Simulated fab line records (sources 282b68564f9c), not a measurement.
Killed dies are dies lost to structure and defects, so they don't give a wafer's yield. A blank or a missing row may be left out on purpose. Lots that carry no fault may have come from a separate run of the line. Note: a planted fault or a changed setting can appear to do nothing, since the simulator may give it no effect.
One fault through the eyes of 2 desks :: flow rit cmos :: what lay behind the numbers comes last; until then each desk has only its own

THE METROLOGY DESK
Lot by lot, what the gauges showed, no matter which tool ran the lot: averages of those sampled wafers that carry a number. Marked OUT: a lot whose mean sits more than 4 standard deviations from the usual mean, which makes it out of limits; the brackets give that distance.
Columns: A = NLDD_OVL at RIT_NLDD_OVL_MEAS_06, usual 1.3 nm; B = NLDD_TW at RIT_NLDD_TW_MEAS_10, usual 2478; C = PLDD_OVL at RIT_PLDD_OVL_MEAS_06, usual 0.3 nm
lot: L869
first seen here: day 3 00:47
A: 4.0
B: 2458
C: 0.7

lot: L872
first seen here: day 3 14:51
A: 3.1
B: 2496
C: -1.1

lot: L874
first seen here: day 4 02:35
A: 2.7
B: 2494
C: -1.0

lot: L875
first seen here: day 4 09:44
A: 0.1
B: 2493
C: 2.4

lot: L880
first seen here: day 5 13:25
A: 1.5
B: 2481
C: 1.2

lot: L882
first seen here: day 5 18:49
A: 0.9
B: 2447
C: 1.0

lot: L887
first seen here: day 6 21:23
A: 0.3
B: 2515
C: 0.4
This desk's finding: nothing out of limits on any of the 7 lots.

AT THE TOOL OWNER'S DESK: litho track-02
At RIT_PLDD_SOFTBAKE_02 (time 60 s), the tool's own readings, given per lot that ran on this tool as the mean of the sampled wafers with a number. Marked OUT: a lot whose mean sits more than 4 standard deviations from the usual mean, which makes it out of limits; the brackets give that distance.
Columns: A = heater power total W at RIT_PLDD_SOFTBAKE_02, usual 34.56 W; B = plate temp C at RIT_PLDD_SOFTBAKE_02, usual 90.02 C
lot: L869
first seen here: day 3 01:40
A: 34.56
B: 90.09

lot: L872
first seen here: day 3 15:46
A: 33.50 (-20) OUT
B: 87.91 (-15) OUT

lot: L874
first seen here: day 4 03:28
A: 33.56 (-19) OUT
B: 88.25 (-13) OUT

lot: L875
first seen here: day 4 10:38
A: 33.47 (-21) OUT
B: 88.01 (-14) OUT
This desk's finding: out of limits on L872, L874, L875; first on L872, day 3 15:46 (heater power total W at RIT_PLDD_SOFTBAKE_02). Within limits: L869.

ALL TOGETHER
On L872, L874, L875, at day 3 15:46, an alarm was possible from the tool owner's desk.
At the metrology desk, nothing out of limits was observed.
The metrology desk holds a record of L872, L874, L875, inside its limits.
Of the lots named, all ran RIT_PLDD_SOFTBAKE_02 on litho track-02.

WHAT THE SIMULATOR PUT IN
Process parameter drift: litho track-02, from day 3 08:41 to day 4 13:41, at RIT_PLDD_SOFTBAKE_02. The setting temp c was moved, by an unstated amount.
Shown lots that were struck: L872, L874, L875.
Each desk's first reading out of limits, in hours after the fault started: the tool owner's desk, 7.
